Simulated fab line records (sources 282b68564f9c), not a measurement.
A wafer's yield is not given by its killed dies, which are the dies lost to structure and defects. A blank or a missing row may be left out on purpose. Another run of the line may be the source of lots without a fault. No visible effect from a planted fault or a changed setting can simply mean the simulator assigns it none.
fab line records ; flow rit-cmos ; part 1 of 2: steps 1 to 35 of 49
record lots=5; wafers=15; last-day=7
route steps=202 shown NWELL@30 PWELL@39 WELLDRIVE@50 NRETRO@53 PRETRO@64 GATE@75
lots untouched by any fault: they come from a run of this same line in which no faults occurred
start-h: the number of hours between the record's first day and the start of the first shown wafer of the lot ; wait-h: hours from the lot's prior step to this one ; " unchanged from the row above ; L1.1+2: one row covering several wafers at once ; - no value, or no start was given ; * or withheld: withheld ; < > ~ a bound
route shown NAME@n: NAME is a module with steps in the file, n the number in the route of the first one ; usual: mean/standard deviation taken from wafers without a fault ; same: alike in all rows ; chamber/n: place in a boat ; sites: the reading at each site ; _std_site: standard deviation of those values ; _edge_site: outer sites' mean less inner sites' ; radius-mm: for every site, how far away it sits from the centre of the wafer ; mask NAME#n: copy n ; behind: tool/chamber where the wafer was last shaped ; hold: reason for holding the lot/hours on hold/outcome of the hold ; device: transistor that didn't switch, given as n, p or np ; end of line: at the end of the route, the tests of the same wafers ; a step with no rows: only its recipe ; killed: count of dies lost to structure and defects at first sort (not the wafer's yield) ; map: the dies of a wafer, with x for killed, . for not killed, _ for no die there
set.NAME: the setting the step ran with; set.NAME@STEP: the setting that earlier step ran with ; model.NAME: the simulator's own value behind a step, which no gauge read
a table for each step, a row for each wafer; lots at some steps of the route
services: the hour from which a tool's chamber was out of use, counted from the record's first day as start-h (under 0 if before that day), plus the number of hours and why
## steps
# step RIT_NWELL_SOFTBAKE_02
# recipe resist=NOVOLAK; temp-c=89.25; time-s=60
# same time-s=60
lot.wafer;tool;chamber;start-h;wait-h
L075.2+4+5;litho-track-02;0;26.55;0.1
L080.1+4+5;litho-track-02;0;53.51;0.1
L083.1+2+3;litho-track-02;0;71.80;0.1
L086.3+4+5;litho-track-03;0;81.91;0.1
L096.3+5+6;litho-track-03;0;130.73;0.1
# step RIT_NWELL_EXPOSE_03
# recipe mask-id=M2; na=0.57; target-cd-nm=43900; dose-mj=250
# usual reticle-temp-C=23.01/0.095
lot.wafer;tool;chamber;start-h;wait-h;mask;reticle-temp-C
L075.2;iline-stepper-01;0;26.82;0.2;M2#0;23.02
L075.4;iline-stepper-01;0;26.82;0.2;M2#0;23.14
L075.5;iline-stepper-01;0;26.82;0.2;M2#0;23.06
L080.1;iline-stepper-01;0;53.80;0.3;M2#0;23.06
L080.4;iline-stepper-01;0;53.80;0.3;M2#0;22.83
L080.5;iline-stepper-01;0;53.80;0.3;M2#0;22.96
L083.1;iline-stepper-02;0;72.07;0.2;M2#0;22.97
L083.2;iline-stepper-02;0;72.07;0.2;M2#0;23.07
L083.3;iline-stepper-02;0;72.07;0.2;M2#0;23.10
L086.3;iline-stepper-02;0;82.05;0.1;M2#0;23.07
L086.4;iline-stepper-02;0;82.05;0.1;M2#0;23.27
L086.5;iline-stepper-02;0;82.05;0.1;M2#0;23.18
L096.3;iline-stepper-01;0;131.23;0.5;M2#0;22.97
L096.5;iline-stepper-01;0;131.23;0.5;M2#0;23.03
L096.6;iline-stepper-01;0;131.23;0.5;M2#0;23.02
# step RIT_NWELL_PEB_04
# recipe resist=NOVOLAK; temp-c=withheld; time-s=withheld
lot.wafer;tool;chamber;start-h;wait-h
L075.2+4+5;litho-track-01;0;26.95;0.1
L080.1+4+5;litho-track-02;0;53.92;0.1
L083.1+2+3;litho-track-03;0;72.19;0.1
L086.3+4+5;litho-track-01;0;82.18;0.1
L096.3+5+6;litho-track-02;0;131.36;0.1
# step RIT_NWELL_DEVELOP_05
# recipe resist=NOVOLAK; develop-time-s=68; dev-temp-c=23
lot.wafer;tool;chamber;start-h;wait-h
L075.2+4+5;litho-track-01;0;-;-
L080.1+4+5;litho-track-02;0;-;-
L083.1+2+3;litho-track-03;0;-;-
L086.3+4+5;litho-track-01;0;-;-
L096.3+5+6;litho-track-02;0;-;-
# step RIT_NWELL_OVL_MEAS_06
# usual NWELL_OVL=0.3/1.4
lot.wafer;tool;chamber;start-h;wait-h;NWELL_OVL[nm]
L075.2;overlay-01;-;27.24;-;-0.9
L075.4;overlay-01;-;27.24;-;-2.2
L075.5;overlay-01;-;27.24;-;1.3
L080.1;overlay-01;-;54.23;-;0.7
L080.4;overlay-01;-;54.23;-;3.2
L080.5;overlay-01;-;54.23;-;0.8
L083.1;overlay-02;-;72.50;-;3.4
L083.2;overlay-02;-;72.50;-;2.0
L083.3;overlay-02;-;72.50;-;2.0
L086.3;overlay-02;-;82.45;-;1.7
L086.4;overlay-02;-;82.45;-;2.3
L086.5;overlay-02;-;82.45;-;-0.4
L096.3;overlay-02;-;131.64;-;-1.8
L096.5;overlay-02;-;131.64;-;-0.3
L096.6;overlay-02;-;131.64;-;0.2
# step RIT_NWELL_HARDBAKE_07
# recipe resist=NOVOLAK; temp-c=140; time-s=120
# same time-s=120
lot.wafer;tool;chamber;start-h;wait-h
L075.2+4+5;litho-track-03;0;27.32;0.1
L080.1+4+5;litho-track-02;0;54.27;0.0
L083.1+2+3;litho-track-02;0;72.54;0.0
L086.3+4+5;litho-track-03;0;82.56;0.1
L096.3+5+6;litho-track-01;0;131.74;0.1
# step RIT_NWELL_IMPLANT_08
# recipe species=P; energy-kev=170; dose-cm2=4.898e+13; tilt-deg=7
lot.wafer;tool;chamber;start-h;wait-h
L075.2+4+5;implanter-04;0;27.55;0.2
L080.1+4+5;implanter-02;0;54.52;0.2
L083.1+2+3;implanter-02;0;72.79;0.2
L086.3+4+5;implanter-02;0;82.78;0.2
L096.3+5+6;implanter-01;0;131.96;0.2
# step RIT_NWELL_STRIP_09
# recipe chemistry=O2; time-s=180; resist=NOVOLAK; platen-temp-c=withheld; power-w=500; pressure-mtorr=4000; o2-flow-sccm=4000
# usual drypump-motor-current-A=5.9/0.41
# same time-s=180
lot.wafer;tool;chamber;start-h;wait-h;drypump-motor-current-A;rf-hours-counter-h
L075.2;plasma-asher-04;1;27.67;0.1;5.5;20
L075.4;plasma-asher-04;0;27.67;0.1;6.2;-
L075.5;plasma-asher-04;1;27.67;0.1;5.5;-
L080.1;plasma-asher-04;0;54.67;0.1;6.2;23
L080.4;plasma-asher-04;1;54.67;0.1;5.5;-
L080.5;plasma-asher-04;1;54.67;0.1;5.5;-
L083.1;plasma-asher-01;0;72.94;0.1;5.4;43
L083.2;plasma-asher-01;1;72.94;0.1;6.5;43
L083.3;plasma-asher-01;1;72.94;0.1;6.5;-
L086.3;plasma-asher-04;0;82.94;0.1;6.2;-
L086.4;plasma-asher-04;1;82.94;0.1;5.5;-
L086.5;plasma-asher-04;0;82.94;0.1;6.2;-
L096.3;plasma-asher-02;1;132.12;0.1;5.4;-
L096.5;plasma-asher-02;1;132.12;0.1;5.4;-
L096.6;plasma-asher-02;0;132.12;0.1;6.0;-
# step RIT_NWELL_TW_MEAS_10
# usual NWELL_TW=2113/22
lot.wafer;tool;chamber;start-h;wait-h;NWELL_TW
L075.2;film-metro-04;-;27.86;0.1;2123
L075.4;film-metro-04;-;27.86;0.1;2123
L075.5;film-metro-04;-;27.86;0.1;2138
L080.1;film-metro-01;-;54.84;0.1;2099
L080.4;film-metro-01;-;54.84;0.1;2106
L080.5;film-metro-01;-;54.84;0.1;2119
L083.1;film-metro-03;-;73.11;0.1;2081
L083.2;film-metro-03;-;73.11;0.1;2082
L083.3;film-metro-03;-;73.11;0.1;2098
L086.3;film-metro-03;-;83.07;0.1;2082
L086.4;film-metro-03;-;83.07;0.1;2087
L086.5;film-metro-03;-;83.07;0.1;2080
L096.3;film-metro-04;-;132.26;0.1;2140
L096.5;film-metro-04;-;132.26;0.1;2145
L096.6;film-metro-04;-;132.26;0.1;2138
# step RIT_PWELL_HMDS_00
# recipe prime-time-s=60; prime-temp-c=140
lot.wafer;tool;chamber;start-h;wait-h
L075.2+4+5;litho-track-03;0;28.15;0.3
L080.1+4+5;litho-track-03;0;54.90;0.1
L083.1+2+3;litho-track-04;0;73.17;0.1
L086.3+4+5;litho-track-01;0;83.16;0.1
L096.3+5+6;litho-track-01;0;132.35;0.1
# step RIT_PWELL_COAT_01
# recipe resist=NOVOLAK; spin-rpm=2000; resist-thk-nm=1300
# usual spin-speed-rpm=2000.0/1.1
lot.wafer;tool;chamber;start-h;wait-h;spin-speed-rpm
L075.2;litho-track-03;0;28.30;0.1;2001.9
L075.4;litho-track-03;0;28.30;0.1;2000.1
L075.5;litho-track-03;0;28.30;0.1;2001.2
L080.1;litho-track-03;0;55.05;0.1;2000.8
L080.4;litho-track-03;0;55.05;0.1;1999.8
L080.5;litho-track-03;0;55.05;0.1;2001.1
L083.1;litho-track-04;0;73.32;0.1;1998.7
L083.2;litho-track-04;0;73.32;0.1;1998.1
L083.3;litho-track-04;0;73.32;0.1;1998.7
L086.3;litho-track-01;0;83.31;0.1;1998.6
L086.4;litho-track-01;0;83.31;0.1;1998.0
L086.5;litho-track-01;0;83.31;0.1;1999.0
L096.3;litho-track-01;0;132.50;0.1;2001.0
L096.5;litho-track-01;0;132.50;0.1;2000.4
L096.6;litho-track-01;0;132.50;0.1;2000.6
# step RIT_PWELL_SOFTBAKE_02
# recipe resist=NOVOLAK; temp-c=90; time-s=60
# same time-s=60
lot.wafer;tool;chamber;start-h;wait-h
L075.2+4+5;litho-track-03;0;28.45;0.1
L080.1+4+5;litho-track-03;0;55.20;0.1
L083.1+2+3;litho-track-04;0;73.47;0.1
L086.3+4+5;litho-track-01;0;83.46;0.1
L096.3+5+6;litho-track-01;0;132.65;0.1
# step RIT_PWELL_EXPOSE_03
# recipe mask-id=M3; na=0.57; target-cd-nm=43700; dose-mj=250
# usual reticle-temp-C=22.99/0.099
lot.wafer;tool;chamber;start-h;wait-h;mask;reticle-temp-C
L075.2;iline-stepper-01;0;28.72;0.2;M3#0;23.11
L075.4;iline-stepper-01;0;28.72;0.2;M3#0;22.91
L075.5;iline-stepper-01;0;28.72;0.2;M3#0;22.96
L080.1;iline-stepper-01;0;55.35;0.1;M3#0;23.07
L080.4;iline-stepper-01;0;55.35;0.1;M3#0;22.98
L080.5;iline-stepper-01;0;55.35;0.1;M3#0;22.99
L083.1;iline-stepper-02;0;73.62;0.1;M3#0;22.92
L083.2;iline-stepper-02;0;73.62;0.1;M3#0;23.09
L083.3;iline-stepper-02;0;73.62;0.1;M3#0;23.21
L086.3;iline-stepper-02;0;83.60;0.1;M3#0;23.02
L086.4;iline-stepper-02;0;83.60;0.1;M3#0;22.97
L086.5;iline-stepper-02;0;83.60;0.1;M3#0;22.86
L096.3;iline-stepper-02;0;132.91;0.2;M3#0;23.06
L096.5;iline-stepper-02;0;132.91;0.2;M3#0;22.99
L096.6;iline-stepper-02;0;132.91;0.2;M3#0;22.79
# step RIT_PWELL_PEB_04
# recipe resist=NOVOLAK; temp-c=withheld; time-s=withheld
lot.wafer;tool;chamber;start-h;wait-h
L075.2+4+5;litho-track-04;0;28.84;0.1
L080.1+4+5;litho-track-04;0;55.47;0.1
L083.1+2+3;litho-track-01;0;73.74;0.1
L086.3+4+5;litho-track-03;0;83.73;0.1
L096.3+5+6;litho-track-01;0;133.04;0.1
# step RIT_PWELL_DEVELOP_05
# recipe resist=NOVOLAK; develop-time-s=68; dev-temp-c=23
lot.wafer;tool;chamber;start-h;wait-h
L075.2+4+5;litho-track-04;0;-;-
L080.1+4+5;litho-track-04;0;-;-
L083.1+2+3;litho-track-01;0;-;-
L086.3+4+5;litho-track-03;0;-;-
L096.3+5+6;litho-track-01;0;-;-
# step RIT_PWELL_OVL_MEAS_06
# usual PWELL_OVL=-1.3/1.4
lot.wafer;tool;chamber;start-h;wait-h;PWELL_OVL[nm]
L075.2;overlay-01;-;29.14;-;-2.6
L075.4;overlay-01;-;29.14;-;-1.7
L075.5;overlay-01;-;29.14;-;-1.1
L080.1;overlay-01;-;55.78;-;-4.1
L080.4;overlay-01;-;55.78;-;-3.6
L080.5;overlay-01;-;55.78;-;-3.6
L083.1;overlay-02;-;74.05;-;0.3
L083.2;overlay-02;-;74.05;-;-1.3
L083.3;overlay-02;-;74.05;-;-2.5
L086.3;overlay-02;-;84.01;-;-4.5
L086.4;overlay-02;-;84.01;-;-5.7
L086.5;overlay-02;-;84.01;-;-3.4
L096.3;overlay-01;-;133.31;-;1.2
L096.5;overlay-01;-;133.31;-;-1.1
L096.6;overlay-01;-;133.31;-;1.0
# step RIT_PWELL_HARDBAKE_07
# recipe resist=NOVOLAK; temp-c=140; time-s=120
# same time-s=120
lot.wafer;tool;chamber;start-h;wait-h
L075.2+4+5;litho-track-04;0;29.21;0.1
L080.1+4+5;litho-track-03;0;55.82;0.0
L083.1+2+3;litho-track-04;0;74.09;0.0
L086.3+4+5;litho-track-04;0;84.11;0.1
L096.3+5+6;litho-track-01;0;133.42;0.1
# step RIT_PWELL_IMPLANT_08
# recipe species=B; energy-kev=170; dose-cm2=7e+13; tilt-deg=7
lot.wafer;tool;chamber;start-h;wait-h
L075.2+4+5;implanter-04;0;29.44;0.2
L080.1+4+5;implanter-04;0;56.07;0.2
L083.1+2+3;implanter-02;0;74.34;0.2
L086.3+4+5;implanter-02;0;84.33;0.2
L096.3+5+6;implanter-02;0;133.64;0.2
# step RIT_PWELL_STRIP_09
# recipe chemistry=O2; time-s=180; resist=NOVOLAK; platen-temp-c=withheld; power-w=500; pressure-mtorr=4000; o2-flow-sccm=4000
# usual drypump-motor-current-A=5.79/0.28
# same time-s=180
lot.wafer;tool;chamber;start-h;wait-h;drypump-motor-current-A;rf-hours-counter-h
L075.2;plasma-asher-03;1;29.57;0.1;5.64;39
L075.4;plasma-asher-03;1;29.57;0.1;5.65;-
L075.5;plasma-asher-03;0;29.57;0.1;5.83;-
L080.1;plasma-asher-03;0;56.22;0.1;5.83;42
L080.4;plasma-asher-03;1;56.22;0.1;5.66;-
L080.5;plasma-asher-03;1;56.22;0.1;5.66;-
L083.1;plasma-asher-04;1;74.49;0.1;5.50;25
L083.2;plasma-asher-04;0;74.49;0.1;6.20;25
L083.3;plasma-asher-04;0;74.49;0.1;6.23;-
L086.3;plasma-asher-03;0;84.49;0.1;5.83;-
L086.4;plasma-asher-03;1;84.49;0.1;5.63;-
L086.5;plasma-asher-03;1;84.49;0.1;5.67;-
L096.3;plasma-asher-02;1;133.80;0.1;5.36;-
L096.5;plasma-asher-02;1;133.80;0.1;5.40;-
L096.6;plasma-asher-02;0;133.80;0.1;6.03;-
# step RIT_PWELL_TW_MEAS_10
# usual PWELL_TW=945/9.8
lot.wafer;tool;chamber;start-h;wait-h;PWELL_TW
L075.2;film-metro-03;-;29.75;0.1;926
L075.4;film-metro-03;-;29.75;0.1;931
L075.5;film-metro-03;-;29.75;0.1;922
L080.1;film-metro-03;-;56.39;0.1;936
L080.4;film-metro-03;-;56.39;0.1;935
L080.5;film-metro-03;-;56.39;0.1;934
L083.1;film-metro-04;-;74.67;0.1;955
L083.2;film-metro-04;-;74.67;0.1;961
L083.3;film-metro-04;-;74.67;0.1;961
L086.3;film-metro-04;-;84.62;0.1;958
L086.4;film-metro-04;-;84.62;0.1;956
L086.5;film-metro-04;-;84.62;0.1;953
L096.3;film-metro-01;-;133.93;0.1;951
L096.5;film-metro-01;-;133.93;0.1;954
L096.6;film-metro-01;-;133.93;0.1;953
# step RIT_WELLDRIVE_ANNEAL_00
# recipe temp-c=1100; time-s=14700; ambient=N2
# usual tube-center-temp-C=1100/0.1
# same time-s=14700
lot.wafer;tool;chamber;start-h;wait-h;tube-center-temp-C
L075.2;furnace-03;0;29.80;0.0;1099.9
L075.4;furnace-03;0;29.80;0.0;1100
L075.5;furnace-03;0;29.80;0.0;1100
L080.1;furnace-02;0;58.74;2.3;1100
L080.4;furnace-02;0;58.74;2.3;1099.8
L080.5;furnace-02;0;58.74;2.3;1099.9
L083.1;furnace-03;0;75.11;0.4;1100.1
L083.2;furnace-03;0;75.11;0.4;1099.8
L083.3;furnace-03;0;75.11;0.4;1100.2
L086.3;furnace-03;0;87.68;3.0;1099.9
L086.4;furnace-03;0;87.68;3.0;1100
L086.5;furnace-03;0;87.68;3.0;1100
L096.3;furnace-02;0;133.97;0.0;1100
L096.5;furnace-02;0;133.97;0.0;1100
L096.6;furnace-02;0;133.97;0.0;1100.1
# step RIT_WELLDRIVE_RS_MEAS_01
# recipe thk-meas-gauge=four-point-probe
# usual NWELL_RS=278.8/0.79
lot.wafer;tool;chamber;start-h;wait-h;NWELL_RS[ohm/sq]
L075.2;film-metro-03;-;34.90;0.0;280.2
L075.4;film-metro-03;-;34.90;0.0;280.6
L075.5;film-metro-03;-;34.90;0.0;278.8
L080.1;film-metro-03;-;63.82;0.0;279.0
L080.4;film-metro-03;-;63.82;0.0;279.4
L080.5;film-metro-03;-;63.82;0.0;278.9
L083.1;film-metro-04;-;80.19;0.0;278.5
L083.2;film-metro-04;-;80.19;0.0;278.8
L083.3;film-metro-04;-;80.19;0.0;278.9
L086.3;film-metro-04;-;92.80;0.0;278.6
L086.4;film-metro-04;-;92.80;0.0;278.1
L086.5;film-metro-04;-;92.80;0.0;279.2
L096.3;film-metro-01;-;139.10;0.0;278.7
L096.5;film-metro-01;-;139.10;0.0;277.7
L096.6;film-metro-01;-;139.10;0.0;277.9
# step RIT_WELLDRIVE_RS_MEAS_02
# recipe thk-meas-gauge=four-point-probe
# usual PWELL_RS=429.1/1.3
lot.wafer;tool;chamber;start-h;wait-h;PWELL_RS[ohm/sq]
L075.2;film-metro-03;-;35.02;0.1;429.2
L075.4;film-metro-03;-;35.02;0.1;431.1
L075.5;film-metro-03;-;35.02;0.1;429.5
L080.1;film-metro-03;-;63.94;0.1;430.2
L080.4;film-metro-03;-;63.94;0.1;430.7
L080.5;film-metro-03;-;63.94;0.1;430.8
L083.1;film-metro-04;-;80.31;0.1;427.5
L083.2;film-metro-04;-;80.31;0.1;426.3
L083.3;film-metro-04;-;80.31;0.1;426.8
L086.3;film-metro-04;-;92.92;0.1;429.3
L086.4;film-metro-04;-;92.92;0.1;427.9
L086.5;film-metro-04;-;92.92;0.1;430.5
L096.3;film-metro-01;-;139.22;0.1;428.5
L096.5;film-metro-01;-;139.22;0.1;428.5
L096.6;film-metro-01;-;139.22;0.1;426.8
# step RIT_NRETRO_HMDS_00
# recipe prime-time-s=60; prime-temp-c=140
lot.wafer;tool;chamber;start-h;wait-h
L075.2+4+5;litho-track-01;0;35.15;0.1
L080.1+4+5;litho-track-02;0;64.06;0.1
L083.1+2+3;litho-track-02;0;80.43;0.1
L086.3+4+5;litho-track-02;0;93.05;0.1
L096.3+5+6;litho-track-01;0;139.35;0.1
# step RIT_NRETRO_COAT_01
# recipe resist=NOVOLAK; spin-rpm=2000; resist-thk-nm=1300
# usual spin-speed-rpm=2000.1/1.1
lot.wafer;tool;chamber;start-h;wait-h;spin-speed-rpm
L075.2;litho-track-01;0;35.30;0.1;1999.6
L075.4;litho-track-01;0;35.30;0.1;1999.4
L075.5;litho-track-01;0;35.30;0.1;1999.1
L080.1;litho-track-02;0;64.21;0.1;2001.8
L080.4;litho-track-02;0;64.21;0.1;1999.2
L080.5;litho-track-02;0;64.21;0.1;2003.0
L083.1;litho-track-02;0;80.58;0.1;1999.8
L083.2;litho-track-02;0;80.58;0.1;1997.4
L083.3;litho-track-02;0;80.58;0.1;1998.4
L086.3;litho-track-02;0;93.20;0.1;1999.8
L086.4;litho-track-02;0;93.20;0.1;2001.6
L086.5;litho-track-02;0;93.20;0.1;1999.9
L096.3;litho-track-01;0;139.50;0.1;2001.5
L096.5;litho-track-01;0;139.50;0.1;2001.7
L096.6;litho-track-01;0;139.50;0.1;1998.5
# step RIT_NRETRO_SOFTBAKE_02
# recipe resist=NOVOLAK; temp-c=90; time-s=60
# same time-s=60
lot.wafer;tool;chamber;start-h;wait-h
L075.2+4+5;litho-track-01;0;35.45;0.1
L080.1+4+5;litho-track-02;0;64.36;0.1
L083.1+2+3;litho-track-02;0;80.73;0.1
L086.3+4+5;litho-track-02;0;93.35;0.1
L096.3+5+6;litho-track-01;0;139.65;0.1
# step RIT_NRETRO_EXPOSE_03
# recipe mask-id=M4; na=0.57; target-cd-nm=43900; dose-mj=250
# usual reticle-temp-C=23.02/0.097
lot.wafer;tool;chamber;start-h;wait-h;mask;reticle-temp-C
L075.2;iline-stepper-01;0;35.72;0.2;M4#0;23.02
L075.4;iline-stepper-01;0;35.72;0.2;M4#0;23.12
L075.5;iline-stepper-01;0;35.72;0.2;M4#0;23.12
L080.1;iline-stepper-01;0;64.70;0.3;M4#0;23.02
L080.4;iline-stepper-01;0;64.70;0.3;M4#0;22.92
L080.5;iline-stepper-01;0;64.70;0.3;M4#0;23.19
L083.1;iline-stepper-02;0;80.88;0.1;M4#0;23.00
L083.2;iline-stepper-02;0;80.88;0.1;M4#0;22.79
L083.3;iline-stepper-02;0;80.88;0.1;M4#0;22.95
L086.3;iline-stepper-01;0;93.49;0.1;M4#0;22.96
L086.4;iline-stepper-01;0;93.49;0.1;M4#0;23.03
L086.5;iline-stepper-01;0;93.49;0.1;M4#0;22.97
L096.3;iline-stepper-02;0;139.91;0.2;M4#0;22.85
L096.5;iline-stepper-02;0;139.91;0.2;M4#0;22.91
L096.6;iline-stepper-02;0;139.91;0.2;M4#0;23.08
# step RIT_NRETRO_PEB_04
# recipe resist=NOVOLAK; temp-c=withheld; time-s=withheld
lot.wafer;tool;chamber;start-h;wait-h
L075.2+4+5;litho-track-01;0;35.86;0.1
L080.1+4+5;litho-track-02;0;64.96;0.2
L083.1+2+3;litho-track-01;0;81.00;0.1
L086.3+4+5;litho-track-02;0;93.62;0.1
L096.3+5+6;litho-track-04;0;140.04;0.1
# step RIT_NRETRO_DEVELOP_05
# recipe resist=NOVOLAK; develop-time-s=68; dev-temp-c=23
lot.wafer;tool;chamber;start-h;wait-h
L075.2+4+5;litho-track-01;0;-;-
L080.1+4+5;litho-track-02;0;-;-
L083.1+2+3;litho-track-01;0;-;-
L086.3+4+5;litho-track-02;0;-;-
L096.3+5+6;litho-track-04;0;-;-
# step RIT_NRETRO_OVL_MEAS_06
# usual NRETRO_OVL=-0.4/1.4
lot.wafer;tool;chamber;start-h;wait-h;NRETRO_OVL[nm]
L075.2;overlay-01;-;36.15;-;-0.4
L075.4;overlay-01;-;36.15;-;-0.7
L075.5;overlay-01;-;36.15;-;-1.6
L080.1;overlay-02;-;65.27;-;-0.8
L080.4;overlay-02;-;65.27;-;-2.9
L080.5;overlay-02;-;65.27;-;0.3
L083.1;overlay-02;-;81.31;-;-1.6
L083.2;overlay-02;-;81.31;-;-1.4
L083.3;overlay-02;-;81.31;-;-1.9
L086.3;overlay-01;-;93.90;-;-0.8
L086.4;overlay-01;-;93.90;-;0.1
L086.5;overlay-01;-;93.90;-;1.4
L096.3;overlay-02;-;140.31;-;-2.5
L096.5;overlay-02;-;140.31;-;-3.8
L096.6;overlay-02;-;140.31;-;-1.1
# step RIT_NRETRO_HARDBAKE_07
# recipe resist=NOVOLAK; temp-c=140; time-s=120
# same time-s=120
lot.wafer;tool;chamber;start-h;wait-h
L075.2+4+5;litho-track-04;0;36.22;0.1
L080.1+4+5;litho-track-02;0;65.31;0.0
L083.1+2+3;litho-track-02;0;81.35;0.0
L086.3+4+5;litho-track-02;0;94.00;0.1
L096.3+5+6;litho-track-01;0;140.49;0.2
# step RIT_NRETRO_IMPLANT_08
# recipe species=P; energy-kev=69.58; dose-cm2=1e+13; tilt-deg=7
lot.wafer;tool;chamber;start-h;wait-h
L075.2+4+5;implanter-01;0;36.46;0.2
L080.1+4+5;implanter-01;0;65.56;0.2
L083.1+2+3;implanter-01;0;81.60;0.2
L086.3+4+5;implanter-04;0;94.22;0.2
L096.3+5+6;implanter-01;0;140.71;0.2
# step RIT_NRETRO_STRIP_09
# recipe chemistry=O2; time-s=180; resist=NOVOLAK; platen-temp-c=withheld; power-w=500; pressure-mtorr=4000; o2-flow-sccm=4000
# usual drypump-motor-current-A=5.8/0.31
# same time-s=180
lot.wafer;tool;chamber;start-h;wait-h;drypump-motor-current-A;rf-hours-counter-h
L075.2;plasma-asher-04;0;36.58;0.1;6.2;21
L075.4;plasma-asher-04;1;36.58;0.1;5.5;-
L075.5;plasma-asher-04;0;36.58;0.1;6.2;-
L080.1;plasma-asher-03;0;65.71;0.1;5.9;43
L080.4;plasma-asher-03;0;65.71;0.1;5.8;-
L080.5;plasma-asher-03;0;65.71;0.1;5.9;-
L083.1;plasma-asher-01;1;81.75;0.1;6.5;45
L083.2;plasma-asher-01;0;81.75;0.1;5.4;45
L083.3;plasma-asher-01;0;81.75;0.1;5.4;-
L086.3;plasma-asher-01;0;94.38;0.1;5.5;-
L086.4;plasma-asher-01;1;94.38;0.1;6.5;-
L086.5;plasma-asher-01;0;94.38;0.1;5.5;-
L096.3;plasma-asher-04;1;140.87;0.1;5.5;-
L096.5;plasma-asher-04;1;140.87;0.1;5.5;-
L096.6;plasma-asher-04;0;140.87;0.1;6.2;-
# step RIT_NRETRO_TW_MEAS_10
# usual NRETRO_TW=1047/9.5
lot.wafer;tool;chamber;start-h;wait-h;NRETRO_TW
L075.2;film-metro-02;-;36.77;0.1;1039
L075.4;film-metro-02;-;36.77;0.1;1040
L075.5;film-metro-02;-;36.77;0.1;1035
L080.1;film-metro-02;-;65.88;0.1;1027
L080.4;film-metro-02;-;65.88;0.1;1033
L080.5;film-metro-02;-;65.88;0.1;1029
L083.1;film-metro-02;-;81.93;0.1;1038
L083.2;film-metro-02;-;81.93;0.1;1040
L083.3;film-metro-02;-;81.93;0.1;1042
L086.3;film-metro-02;-;94.51;0.1;1038
L086.4;film-metro-02;-;94.51;0.1;1036
L086.5;film-metro-02;-;94.51;0.1;1040
L096.3;film-metro-02;-;141.00;0.1;1043
L096.5;film-metro-02;-;141.00;0.1;1048
L096.6;film-metro-02;-;141.00;0.1;1045
# step RIT_PRETRO_HMDS_00
# recipe prime-time-s=60; prime-temp-c=140
lot.wafer;tool;chamber;start-h;wait-h
L075.2+4+5;litho-track-03;0;36.84;0.1
L080.1+4+5;litho-track-03;0;65.94;0.1
L083.1+2+3;litho-track-03;0;82.01;0.1
L086.3+4+5;litho-track-02;0;94.60;0.1
L096.3+5+6;litho-track-04;0;141.25;0.2
